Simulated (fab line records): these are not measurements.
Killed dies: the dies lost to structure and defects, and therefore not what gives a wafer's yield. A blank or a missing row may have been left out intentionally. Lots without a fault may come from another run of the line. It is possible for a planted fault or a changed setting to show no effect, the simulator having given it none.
Matching of chambers ; flow berkeley_cmos170 ; UCB170_ACTIVE_ETCH_15 on rie_diel-03: 4 sister chambers
The step etches Si3N4 in CH3F/Ar/O2, stops on SiO2, target depth 242 nm, time 151 s. 8 wafers are shown with their chamber, then 7 later ones without.

## WAFERS WITH THEIR CHAMBER
wafer;chamber;throttle_valve_pct (%);drypump_motor_current_A (A)
L878.3;1;8.23;5.36
L883.2;3;8.23;5.34
L883.6;2;8.16;5.93
L886.4;2;8.16;5.88
L886.5;3;8.23;5.31
L886.6;0;7.87;5.77
L887.2;1;8.24;5.34
L887.4;0;7.87;5.80

## WAFERS MISSING THEIR CHAMBER
wafer;throttle_valve_pct (%);drypump_motor_current_A (A)
L887.5;8.24;5.34
L891.2;7.86;5.84
L891.5;8.22;5.33
L891.6;8.16;5.90
L898.2;7.86;5.81
L898.4;8.22;5.35
L898.5;8.22;5.33

## CHAMBER TAKEN BY EACH
wafer;from the rows above;in truth
L887.5;can't be placed: 1 or 3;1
L891.2;0;0
L891.5;can't be placed: 3 or 1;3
L891.6;2;2
L898.2;0;0
L898.4;can't be placed: 3 or 1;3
L898.5;can't be placed: 3 or 1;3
Correctly placed: 3 of 7. Cannot be placed on the basis of these rows: 4; the candidates contain the true chamber in 4. 0 placed wrongly.
How it was worked out, from the rows above alone: a wafer's distance from a chamber is the root of the sum, over the readings, of the square of ((its reading less the chamber's mean) divided by the reading's scatter). If the next closest chamber is less than 2 further off than the closest, the wafer can't be placed; otherwise it belongs to the closest. The mean given for a chamber averages the wafers shown for that chamber. How the scatter is found: for the shown wafers, subtract from each reading the mean of its chamber, square and add these, divide the total by (wafers less chambers), then take the root.
